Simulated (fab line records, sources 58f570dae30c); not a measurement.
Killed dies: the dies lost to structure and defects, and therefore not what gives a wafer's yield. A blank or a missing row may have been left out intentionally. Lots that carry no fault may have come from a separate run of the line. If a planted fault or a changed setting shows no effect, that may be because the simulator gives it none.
Struck lot and sound lot, side by side || flow berkeleyCmos170 || 14 out of 331 route steps
Sound: the wafers L121.2, L121.3, L121.5. The struck wafers were L126.1, L126.5, L126.6. The cause comes at the end.
For every step that has rows: the tool of each side, followed by ch and its chambers, followed by its first start. Under that, the readings that differ: sound wafers || struck wafers || difference of the means || sigmas: that difference in standard deviations of wafers without a fault.
alike: a reading whose means differ by less than 2 such deviations, as well as words and numbers matching on both sides. not compared: withheld readings; readings where some wafer has no value; bounds like >300 that might hide an equal value; numbers whose values overlap and for which the record gives no deviation.
Wherever a step has rows on one side only, a row that says differs or no value, or a row with sigmas, the two part there. Numbers that have no deviation but don't overlap get no sigmas and don't part them. A reading that every wafer of one side lacks parts them only if that side has two wafers or more.

UCB170_M2_RS_MEAS_02: measures by four-point-probe.
  sound on filmMetro-02, day 11 15:03; struck on filmMetro-03, day 13 10:05
  alike: M2_AL_RS
UCB170_M2_THK_MEAS_03: measures by xrf.
  sound on filmMetro-02, day 11 15:10; struck on filmMetro-03, day 13 10:12
  alike: M2_AL_THK
then, 3 steps without rows for these wafers: UCB170_M2_HMDS_04 (prime time 60 s); UCB170_M2_COAT_05 (resist thk 900 nm); UCB170_M2_SOFTBAKE_06 (time 60 s).
UCB170_M2_STRIP_07: strips in O2.
  sound on plasmaAsher-04 ch 0,1, day 11 15:40; struck on plasmaAsher-04 ch 0,1, day 13 10:43
  alike: drypumpMotorCurrentA, oesProductAu, stripTimeToEndpointS
  not compared: rfHoursCounterH
then, 6 steps without rows for these wafers: UCB170_M2_STRIP_08 (strips KrF in DMSO, time 600 s); UCB170_M2_COAT_09; UCB170_M2_COAT_10 (resist thk 900 nm); UCB170_M2_SOFTBAKE_11 (time 60 s); UCB170_M2_EXPOSE_12 (exposes mask METAL2, target cd 700 nm); UCB170_M2_PEB_13.
UCB170_M2_DEVELOP_14: develop time 45 s.
  sound on lithoTrack-02 ch 0, day 11 16:00; struck on lithoTrack-02, day 13 13:00
  no value came back on the struck wafers for chillPlateTempC (C), developTimeS (s), resistLineTempC (C); on the sound wafers chillPlateTempC (C) reads 23.03 22.99 22.93
{"reading": "model.KrF_of_M2_COAT_10.thkNm (nm)", "sound": "884.3 882.9 882.7", "struck": "899.5 900.5 901.8", "difference": "+17.3", "sigmas": ""}
UCB170_M2_CD_MEAS_15: target cd 700 nm.
  sound on cdSem-01, day 11 16:55; struck on cdSem-02, day 13 13:22
{"reading": "cdNm (nm)", "sound": "701.9 701.8 701.3", "struck": "- - -", "difference": "no value on the struck wafers", "sigmas": ""}

== WHERE THEY PART ==
First at UCB170_M2_DEVELOP_14; last, within this record, at UCB170_M2_CD_MEAS_15.

WHY: the cause the simulator had injected
Whole step skipped at UCB170_M2_DEVELOP_14 on lithoTrack-02, starting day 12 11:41. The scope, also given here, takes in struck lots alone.
